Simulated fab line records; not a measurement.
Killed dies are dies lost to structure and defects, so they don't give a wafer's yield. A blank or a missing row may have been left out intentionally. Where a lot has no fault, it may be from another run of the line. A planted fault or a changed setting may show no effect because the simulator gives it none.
A lot that was struck, set against a sound lot || flow rit cmos || 44 steps out of a route of 202
Sound: the wafers L565.1, L565.2, L565.5. Wafers L572.2, L572.3, L572.4 were the ones struck. The cause is named last.
Order at every step that has rows: each side's tool, ch and its chambers, its first start. Under that, the readings that differ: sound wafers || struck wafers || difference of the means || sigmas: that difference in standard deviations of wafers without a fault.
alike: readings whose means differ by less than 2 such deviations, and words and numbers that are the same on both sides. not compared: withheld readings, readings that some wafer has no value for, bounds like >300 that may hide the same value, and numbers for which the record gives no deviation and whose values overlap.
A row with sigmas, a row that says differs or no value, or rows on one side alone: a step with any of these is where the two part. Numbers that don't overlap but have no deviation are shown without sigmas and don't part them. A reading missing from all wafers of one side parts the sides only when that side holds two or more wafers.

first, 3 steps without rows for these wafers: RIT_REOX_CLEAN_01 (cleans in dHF, time 30.56 s); RIT_REOX_CLEAN_02 (cleans in SC2, time 600 s); RIT_REOX_OXIDATION_03 (target thk 25.2 nm, ox time 5580 s).
RIT_REOX_THK_MEAS_04:
  sound on film metro-01 at day 3 12:19; struck on film metro-04 at day 5 00:44
  alike: REOX_OXIDE_THK
then, 6 steps without rows for these wafers: RIT_NLDD_HMDS_00 (prime time 60 s); RIT_NLDD_COAT_01 (resist thk 1000 nm); RIT_NLDD_SOFTBAKE_02 (time 60 s); RIT_NLDD_EXPOSE_03 (exposes mask M7, target cd 40700 nm); RIT_NLDD_PEB_04; RIT_NLDD_DEVELOP_05 (develop time 50 s).
RIT_NLDD_OVL_MEAS_06:
  sound on overlay-01 at day 3 13:13; struck on overlay-01 at day 5 01:46
  alike: NLDD_OVL
then, 1 step without rows for these wafers: RIT_NLDD_HARDBAKE_07 (time 60 s).
RIT_NLDD_IMPLANT_08:
  sound on implanter-04 ch 0, day 3 13:25; struck on implanter-04 ch 0, day 5 01:58
{"reading": "dose ions cm2", "sound": "5.001e+14 5.01e+14 4.995e+14", "struck": "6.5e+14 6.505e+14 6.505e+14", "difference": "+1.5e+14", "sigmas": "+99 or more"}
{"reading": "faraday current uA", "sound": "1555 1576 1576", "struck": "2079 2028 2076", "difference": "+492", "sigmas": "+16"}
  alike: beam energy keV
RIT_NLDD_STRIP_09: strips in O2, time 180 s.
  sound on plasma asher-01 ch 0,1, day 3 13:34; struck on plasma asher-04 ch 0,1, day 5 02:05
  alike: drypump motor current A
  not compared: rf hours counter h
RIT_NLDD_TW_MEAS_10:
  sound on film metro-02 at day 3 13:44; struck on film metro-03 at day 5 02:17
{"reading": "NLDD_TW", "sound": "2483 2476 2470", "struck": "2657 2669 2652", "difference": "+183", "sigmas": "+12"}
then, 6 steps without rows for these wafers: RIT_PLDD_HMDS_00 (prime time 60 s); RIT_PLDD_COAT_01 (resist thk 1000 nm); RIT_PLDD_SOFTBAKE_02 (time 60 s); RIT_PLDD_EXPOSE_03 (exposes mask M8, target cd 40900 nm); RIT_PLDD_PEB_04; RIT_PLDD_DEVELOP_05 (develop time 50 s).
RIT_PLDD_OVL_MEAS_06:
  sound on overlay-01 at day 3 14:38; struck on overlay-02 at day 5 03:11
{"reading": "PLDD_OVL (nm)", "sound": "-0.9 -1.3 -0.9", "struck": "2.7 1.7 2.8", "difference": "+3.4", "sigmas": "+2"}
then, 2 steps without rows for these wafers: RIT_PLDD_HARDBAKE_07 (time 60 s); RIT_PLDD_IMPLANT_08.
RIT_PLDD_STRIP_09: strips in O2, time 180 s.
  sound on plasma asher-02 ch 0,1, day 3 14:59; struck on plasma asher-03 ch 0,1, day 5 03:31
  alike: drypump motor current A
  not compared: rf hours counter h
RIT_PLDD_TW_MEAS_10:
  sound on film metro-03 at day 3 15:09; struck on film metro-04 at day 5 03:42
  alike: PLDD_TW
then, 4 steps without rows for these wafers: RIT_SPACER_CLEAN_00 (cleans in SC1, time 600 s); RIT_SPACER_CLEAN_01 (cleans in dHF, time 30 s); RIT_SPACER_CLEAN_02 (cleans in SC2, time 600 s); RIT_SPACER_CVD_03 (deposits Si3N4 from SiH2Cl2/NH3, target thk 250 nm, time 3300 s).
RIT_SPACER_THK_MEAS_04:
  sound on film metro-02 at day 3 17:31; struck on film metro-03 at day 5 06:04
  alike: SPACER_NITRIDE_THK
RIT_SPACER_ETCHBACK_05: etches Si3N4 in SF6/CHF3, stops on SiO2, target depth 250 nm, time 240 s.
  sound on rie diel-02 ch 1,2,3, day 3 17:34; struck on rie diel-04 ch 0,1,2, day 5 06:07
  alike: drypump motor current A, oes product au, throttle valve pct
  not compared: rf hours counter h
then, 6 steps without rows for these wafers: RIT_NSD_HMDS_00 (prime time 60 s); RIT_NSD_COAT_01 (resist thk 1000 nm); RIT_NSD_SOFTBAKE_02 (time 60 s); RIT_NSD_EXPOSE_03 (exposes mask M9, target cd 40700 nm); RIT_NSD_PEB_04; RIT_NSD_DEVELOP_05 (develop time 50 s).
RIT_NSD_OVL_MEAS_06:
  sound on overlay-02 at day 3 18:34; struck on overlay-01 at day 5 07:07
  alike: NSD_OVL
then, 2 steps without rows for these wafers: RIT_NSD_HARDBAKE_07 (time 60 s); RIT_NSD_IMPLANT_08.
RIT_NSD_STRIP_09: strips in O2, time 180 s.
  sound on plasma asher-01 ch 0,1, day 3 18:55; struck on plasma asher-01 ch 0,1, day 5 07:27
  alike: drypump motor current A
  not compared: rf hours counter h
RIT_SDANNEAL_RS_MEAS_07: uses a four-point probe to measure.
  sound on film metro-04 at day 3 21:31; struck on film metro-03 at day 5 09:55
{"reading": "NLDD_RS (ohm/sq)", "sound": "151.1 151.6 151.5", "struck": "122.5 123.1 122.8", "difference": -28.6, "sigmas": -47}
RIT_M1_PROBE_99:
  sound on prober-02 at day 4 04:32; struck on prober-01 at day 5 16:58
{"reading": "model.etest.nmos_0p3.r on ohm um", "sound": "2205 2197 2171", "struck": "2020 2032 2013", "difference": -169, "sigmas": ""}
{"reading": "model.etest.nmos_0p15.r on ohm um", "sound": "1185 1157 1162", "struck": "987.8 1020 1013", "difference": -161.1, "sigmas": ""}
{"reading": "model.etest.nldd.rs ohm sq", "sound": "379.8 372.2 375.8", "struck": "281.8 288.2 283.1", "difference": -91.6, "sigmas": ""}
{"reading": "model.etest.nmos turned.drive ua um", "sound": "293 295.3 294.2", "struck": "390.4 373.4 387.5", "difference": "+89.6", "sigmas": ""}
{"reading": "model.etest.nmos_0p15.drive ua um", "sound": "460.5 452.5 453.3", "struck": "517.9 498.6 510.7", "difference": "+53.6", "sigmas": ""}
{"reading": "model.etest.nldd.line ohm um", "sound": "119.5 117.6 119.2", "struck": "88.8 91.95 90.42", "difference": -28.4, "sigmas": ""}
{"reading": "model.etest.nmos_0p15.swing mv dec", "sound": "85.25 85.85 85.72", "struck": "87.25 86.62 86.16", "difference": "+1.07", "sigmas": ""}
{"reading": "model.etest.nmos_0p15.off log10 a um", "sound": "-10.28 -10.48 -10.69", "struck": "-9.214 -9.834 -9.559", "difference": "+0.948", "sigmas": ""}
  alike: killed at front end, killed dies, killed open, killed short

## WHERE THEY PART
Last at RIT_SDANNEAL_RS_MEAS_07 as far as this record goes, first at RIT_NLDD_IMPLANT_08. Later steps at which nothing parts them and some readings are alike: RIT_M1_PROBE_99.

WHY: what the simulator had put in
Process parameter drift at RIT_NLDD_IMPLANT_08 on implanter-04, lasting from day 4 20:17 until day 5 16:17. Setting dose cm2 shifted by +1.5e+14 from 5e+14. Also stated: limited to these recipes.
